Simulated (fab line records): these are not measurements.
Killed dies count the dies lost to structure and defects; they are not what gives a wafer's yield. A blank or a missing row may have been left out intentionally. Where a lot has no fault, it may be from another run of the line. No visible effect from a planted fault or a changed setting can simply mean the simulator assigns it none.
fab line records    flow berkeleyCmos170
record: lots: 6  wafers: 18  lastDay: 12
route steps=331 shown GATE@128
lots that met no fault: taken from a fault-free run of the same line
startH: the number of hours between the record's first day and the start of the first shown wafer of the lot    waitH: hours elapsed since this lot's preceding step    " identical to the entry in the row above    L1.1+2: a single row standing in for several wafers    - value missing, or start not given    * or withheld: withheld    < > ~ a bound
route shown NAME@n: NAME is a module with steps in the file, n the number in the route of the first one    usual: mean/standard deviation taken from wafers without a fault    same: alike in all rows    chamber/n: place in a boat    sites: readings site by site    _std_site: their standard deviation    _edge_site: mean of outer sites minus mean of inner sites    radiusMm: how far each site lies from the wafer's centre    mask NAME#n: copy n    behind: the tool/chamber that last shaped the wafer    hold: why the lot was held/for how many hours/how that ended    device: transistor that didn't switch, given as n, p or np    end of line: at the end of the route, the tests of the same wafers    step lacking rows: just its recipe    killed: dies lost to structure and defects at the first sort, not the wafer's yield    map: per-die view of a wafer (x killed, . not killed, _ where there is no die)
set.NAME: the setting as run; set.NAME@STEP: as run at that earlier step    model.NAME: the simulator's own value behind a step, which no gauge read
a table for each step, a row for each wafer; lots at some steps of the route
services: the hour from which a tool's chamber was out of use, counted from the record's first day as startH (under 0 if before that day), plus the number of hours and why
== steps ==
step: UCB170_GATE_THK_MEAS_02
recipe: reads: SiO2_of_GATE_OXIDATION_01
usual: GATE_OXIDE_THK: 6.62/0.11
lot.wafer  tool          chamber  startH  waitH  GATE_OXIDE_THK[nm]
L610.1     filmMetro-03  -        100.50  0.0    6.66
L610.4     "             -        "       "      6.60
L610.5     "             -        "       "      6.56
L612.2     filmMetro-03  -        126.35  0.0    6.51
L612.3     "             -        "       "      6.48
L612.4     "             -        "       "      6.53
L620.1     filmMetro-01  -        171.42  0.0    6.67
L620.4     "             -        "       "      6.62
L620.6     "             -        "       "      6.70
L622.1     filmMetro-02  -        171.42  0.0    6.55
L622.2     "             -        "       "      6.65
L622.6     "             -        "       "      6.66
L630.1     filmMetro-02  -        219.38  0.0    6.52
L630.2     "             -        "       "      6.45
L630.3     "             -        "       "      6.60
L633.1     filmMetro-03  -        226.20  0.0    6.70
L633.3     "             -        "       "      6.56
L633.4     "             -        "       "      6.60
step: UCB170_GATE_ANNEAL_03
recipe: tempC: 900  timeS: 1800  ambient: N2
step: UCB170_GATE_CVD_04
recipe: material: poly-Si  tempC: 610  precursor: SiH4  timeS: 1440  pressureMtorr: 375  targetThkNm: 214  sih4FlowSccm: 120
step: UCB170_GATE_THK_MEAS_05
recipe: reads: poly-Si_of_GATE_CVD_04
usual: GATE_POLY_THK: 214.1/1.9
lot.wafer  tool          chamber  startH  waitH  GATE_POLY_THK[nm]
L610.1     filmMetro-02  -        105.51  0.0    214.1
L610.4     "             -        "       "      214.1
L610.5     "             -        "       "      213.5
L612.2     filmMetro-01  -        134.70  0.0    214.4
L612.3     "             -        "       "      213.7
L612.4     "             -        "       "      212.6
L620.1     filmMetro-02  -        177.91  0.0    213.8
L620.4     "             -        "       "      214.6
L620.6     "             -        "       "      215.3
L622.1     filmMetro-01  -        177.91  0.0    212.8
L622.2     "             -        "       "      214.0
L622.6     "             -        "       "      212.1
L630.1     filmMetro-03  -        227.89  0.0    215.4
L630.2     "             -        "       "      215.1
L630.3     "             -        "       "      215.1
L633.1     filmMetro-01  -        234.26  0.0    213.7
L633.3     "             -        "       "      214.2
L633.4     "             -        "       "      213.0
step: UCB170_GATE_COAT_06
recipe: resist: BARC  tempC: withheld  timeS: withheld  spinRpm: 3000  resistThkNm: withheld
step: UCB170_GATE_COAT_07
recipe: resist: KrF  spinRpm: 1500  resistThkNm: 900
step: UCB170_GATE_SOFTBAKE_08
recipe: resist: KrF  tempC: 130  timeS: 60
step: UCB170_GATE_EXPOSE_09
recipe: maskId: POLY  targetCdNm: 350  na: 0.5  sigmaOuter: 0.6  sourceShape: conventional  doseMj: 21
step: UCB170_GATE_PEB_10
recipe: pebTempC: 130  pebTimeS: withheld  resist: KrF
step: UCB170_GATE_DEVELOP_11
recipe: developer: TMAH  developTimeS: 45  resist: KrF  devTempC: 21
step: UCB170_GATE_CD_MEAS_12
recipe: targetCdNm: 350
usual: cdNm: 350.1/1.4
lot.wafer  tool      chamber  startH  waitH  cdNm
L610.1     cdSem-02  -        106.55  -      350.9
L610.4     "         -        "       "      350.8
L610.5     "         -        "       "      350.2
L612.2     cdSem-02  -        137.00  -      350.1
L612.3     "         -        "       "      350.8
L612.4     "         -        "       "      350.1
L620.1     cdSem-02  -        178.93  -      347.6
L620.4     "         -        "       "      347.5
L620.6     "         -        "       "      347.8
L622.1     cdSem-01  -        179.21  -      348.9
L622.2     "         -        "       "      347.1
L622.6     "         -        "       "      347.8
L630.1     cdSem-01  -        228.85  -      349.5
L630.2     "         -        "       "      351.6
L630.3     "         -        "       "      350.1
L633.1     cdSem-01  -        236.35  -      349.5
L633.3     "         -        "       "      348.1
L633.4     "         -        "       "      348.2
step: UCB170_GATE_OVL_MEAS_13
usual: GATE_OVL: 4/5
lot.wafer  tool        chamber  startH  waitH  GATE_OVL[nm]
L610.1     overlay-01  -        106.67  0.1    -2
L610.4     "           -        "       "      -4
L610.5     "           -        "       "      3
L612.2     overlay-02  -        137.11  0.1    3
L612.3     "           -        "       "      10
L612.4     "           -        "       "      8
L620.1     overlay-01  -        179.05  0.1    3
L620.4     "           -        "       "      0
L620.6     "           -        "       "      11
L622.1     overlay-01  -        179.33  0.1    14
L622.2     "           -        "       "      5
L622.6     "           -        "       "      7
L630.1     overlay-02  -        228.97  0.1    1
L630.2     "           -        "       "      -1
L630.3     "           -        "       "      -3
L633.1     overlay-02  -        236.47  0.1    -2
L633.3     "           -        "       "      4
L633.4     "           -        "       "      11
step: UCB170_GATE_ETCH_14
recipe: chemistry: N2/H2  targetDepthA: withheld  overetchA: withheld  target: BARC  timeS: withheld  sourceW: 500  biasW: 100  pressureMtorr: 30  n2FlowSccm: 100  h2FlowSccm: 200
usual: biasW: 100.0/0.31  chamberPressureMTorr: 29.995/0.029  drypumpMotorCurrentA: 5.8/0.38  oesProductAu: 1.005/0.021  throttleValvePct: 13.31/0.18
lot.wafer  tool        chamber  startH  waitH  biasW  chamberPressureMTorr  drypumpMotorCurrentA  oesProductAu  throttleValvePct
L610.1     rieDiel-02  2        106.71  0.0    100.1  29.995                6.4                   1.031         12.96
L610.4     "           3        "       "      100.3  30.002                6.4                   0.986         13.31
L610.5     "           1        "       "      99.6   29.987                6.3                   0.999         13.19
L612.2     rieDiel-02  1        137.14  0.0    99.8   30.019                6.2                   1.001         13.17
L612.3     "           3        "       "      99.8   29.996                6.4                   0.977         13.31
L612.4     "           2        "       "      99.7   29.992                6.4                   1.038         12.96
L620.1     rieDiel-02  2        179.09  0.0    -      -                     -                     -             -
L620.4     "           3        "       "      -      -                     -                     -             -
L620.6     "           0        "       "      -      -                     -                     -             -
L622.1     rieDiel-04  1        179.36  0.0    -      -                     -                     -             -
L622.2     "           0        "       "      -      -                     -                     -             -
L622.6     "           0        "       "      -      -                     -                     -             -
L630.1     rieDiel-02  2        229.01  0.0    99.5   29.924                6.4                   1.013         12.96
L630.2     "           3        "       "      99.7   29.988                6.4                   0.961         13.32
L630.3     "           1        "       "      100.1  30.014                6.2                   0.993         13.19
L633.1     rieDiel-02  0        236.51  0.0    100.2  30.031                5.9                   1.017         13.56
L633.3     "           1        "       "      100.3  29.989                6.2                   1.009         13.17
L633.4     "           2        "       "      100.3  29.993                6.4                   1.032         12.97
step: UCB170_GATE_ETCH_15
recipe: chemistry: HBr/Cl2  target: poly-Si  stopOn: SiO2  overEtchFrac: 0.3  icpW: 300  biasW: 150  timeS: 56.3  pressureMtorr: 15  HBr_flow_sccm: 150  Cl2_flow_sccm: 50  targetDepthA: 2782
usual: HBr_flow_sccm: 150.0/0.45  biasW: 150.0/0.48  drypumpMotorCurrentA: 5.8/0.56  oesProductAu: 0.824/0.017  throttleValvePct: 26.56/0.28
lot.wafer  tool      chamber  startH  waitH  HBr_flow_sccm  biasW  drypumpMotorCurrentA  oesProductAu  rfHoursCounterH  throttleValvePct
L610.1     rieSi-01  2        106.75  -      149.9          150.1  6.4                   0.826         135              26.94
L610.4     "         0        "       "      150.3          150.3  5.3                   0.813         -                26.55
L610.5     "         1        "       "      150.3          149.9  6.5                   0.823         -                26.63
L612.2     rieSi-01  0        137.18  -      150.5          150.3  5.3                   0.819         76               26.55
L612.3     "         3        "       "      150.2          150.7  6.0                   0.819         0                26.97
L612.4     "         0        "       "      150.0          150.7  5.3                   0.819         -                26.56
L620.1     rieSi-02  1        179.13  -      150.7          150.8  6.1                   0.282         0                26.05
L620.4     "         0        "       "      149.7          149.7  4.8                   0.267         54               26.70
L620.6     "         0        "       "      149.7          149.3  4.7                   0.255         -                26.70
L622.1     rieSi-01  1        179.41  -      149.9          149.5  6.6                   0.260         52               26.62
L622.2     "         3        "       "      150.2          150.0  6.0                   0.266         0                26.96
L622.6     "         3        "       "      150.5          149.8  6.0                   0.269         -                26.96
L630.1     rieSi-02  0        229.05  -      149.9          150.2  4.7                   0.807         54               26.70
L630.2     "         2        "       "      150.3          150.5  5.7                   0.855         11               26.37
L630.3     "         1        "       "      149.8          150.0  6.2                   0.843         1                26.02
L633.1     rieSi-02  1        236.55  -      149.1          149.9  6.2                   0.835         1                26.04
L633.3     "         2        "       "      149.4          150.6  5.7                   0.860         11               26.37
L633.4     "         2        "       "      149.8          150.4  5.7                   0.847         -                26.36
step: UCB170_GATE_STRIP_16
recipe: chemistry: O2  powerW: 400  pressureMtorr: 3500  platenTempC: withheld  o2FlowSccm: 400  overashFraction: 0.5
usual: drypumpMotorCurrentA: 5.7/0.52  oesProductAu: 0.724/0.0041
same: overashFraction: 0.5
lot.wafer  tool            chamber  startH  waitH  drypumpMotorCurrentA  oesProductAu  rfHoursCounterH
L610.1     plasmaAsher-04  0        106.80  0.0    5.8                   0.715         32
L610.4     "               0        "       "      5.8                   0.723         -
L610.5     "               1        "       "      4.7                   0.724         -
L612.2     plasmaAsher-03  1        137.23  0.0    6.0                   0.718         2
L612.3     "               0        "       "      6.1                   0.720         -
L612.4     "               1        "       "      6.0                   0.722         -
L620.1     plasmaAsher-03  1        179.18  0.0    6.0                   0.726         4
L620.4     "               1        "       "      6.0                   0.722         -
L620.6     "               0        "       "      6.1                   0.722         -
L622.1     plasmaAsher-04  1        179.45  0.0    4.7                   0.718         41
L622.2     "               0        "       "      5.8                   0.726         41
L622.6     "               0        "       "      5.8                   0.721         -
L630.1     plasmaAsher-03  0        229.10  0.0    6.1                   0.731         9
L630.2     "               1        "       "      6.0                   0.727         9
L630.3     "               1        "       "      6.1                   0.722         -
L633.1     plasmaAsher-03  0        236.60  0.0    6.1                   0.727         10
L633.3     "               1        "       "      6.0                   0.724         -
L633.4     "               0        "       "      6.1                   0.723         -
step: UCB170_GATE_CD_MEAS_90
recipe: targetCdNm: 350
usual: cdNm: 349.9/1.6
lot.wafer  tool      chamber  startH  waitH  cdNm
L610.1     cdSem-02  -        106.90  0.1    350.5
L610.4     "         -        "       "      349.1
L610.5     "         -        "       "      350.6
L612.2     cdSem-01  -        137.35  0.1    351.6
L612.3     "         -        "       "      349.6
L612.4     "         -        "       "      350.2
L620.1     cdSem-02  -        179.28  0.1    -
L620.4     "         -        "       "      -
L620.6     "         -        "       "      -
L622.1     cdSem-01  -        179.55  0.1    -
L622.2     "         -        "       "      -
L622.6     "         -        "       "      -
L630.1     cdSem-02  -        229.20  0.1    351.0
L630.2     "         -        "       "      351.5
L630.3     "         -        "       "      350.9
L633.1     cdSem-02  -        236.77  0.1    349.5
L633.3     "         -        "       "      349.0
L633.4     "         -        "       "      349.3
step: UCB170_GATE_CLEAN_17
recipe: chemistry: SPM  tempC: 120  timeS: 600
== services ==
tool            chamber  startH  hours  kind
rieDiel-04      3        83.60   5.3    repair
rieDiel-02      -        84.86   0.4    repair
plasmaAsher-03  -        88.67   0.8    repair
rieSi-01        3        104.50  -      clean
rieSi-01        3        104.50  24.6   scheduledDown
rieSi-01        3        104.50  24.6   ventCycle
plasmaAsher-03  -        108.80  9.0    pm
plasmaAsher-03  0        108.80  9.0    ventCycle
plasmaAsher-03  1        108.80  9.0    ventCycle
plasmaAsher-03  0        117.80  -      clean
plasmaAsher-03  1        117.80  -      clean
plasmaAsher-03  -        123.99  1.6    repair
rieDiel-02      2        125.65  4.1    repair
rieDiel-04      -        127.56  1.6    repair
rieSi-01        2        129.08  -      clean
rieSi-01        2        129.08  16.9   scheduledDown
rieSi-01        2        129.08  16.9   ventCycle
rieDiel-02      -        137.97  0.4    repair
rieDiel-02      0        143.24  6.6    repair
plasmaAsher-03  -        153.40  14.6   pm
rieDiel-02      2        158.73  5.1    repair
rieDiel-04      -        163.99  2.6    repair
plasmaAsher-03  -        194.99  2.1    repair
rieSi-02        -        197.23  0.5    repair
== key ==
firstSign: step: UCB170_GATE_ETCH_14  reading: toolRecord  direction: missing
effect: step: UCB170_GATE_ETCH_15  reading: oesProductAu  direction: down  sigmas: 32  usual: 0.824  struck: 0.266
effect: step: UCB170_GATE_CD_MEAS_90  reading: cdNm  direction: missing
metAt UCB170_GATE_ETCH_14
struckWafers L620.1,L620.4,L620.6,L622.1,L622.2,L622.6
laterRowsLeftOut L620.1,L620.4,L620.6,L622.1,L622.2,L622.6
sortLeftOut L620.1,L620.4,L620.6,L622.1,L622.2,L622.6
testerLeftOut L620,L622
onsetBetween 137.14 179.09
fault: kind: skippedStepWhole  tool: rieDiel-02,rieDiel-04  chamber: -  onsetH: 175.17  steps: UCB170_GATE_ETCH_14  scope: struckLotsOnly
testerLeftOut: of these lots the tester's yield and bins aren't shown, on N5 and GAA mostly nor the transistor test; their killed dies are dies lost to structure and defects alone, not to doping, threshold or leakage, so they don't give the yield
sortLeftOut: the simulated sort isn't trusted on such a fault, so these wafers' sort isn't shown, and their yield isn't known
laterRowsLeftOut: the simulator's readings of these wafers behind a module that went badly wrong aren't trusted and aren't shown, but for the sort
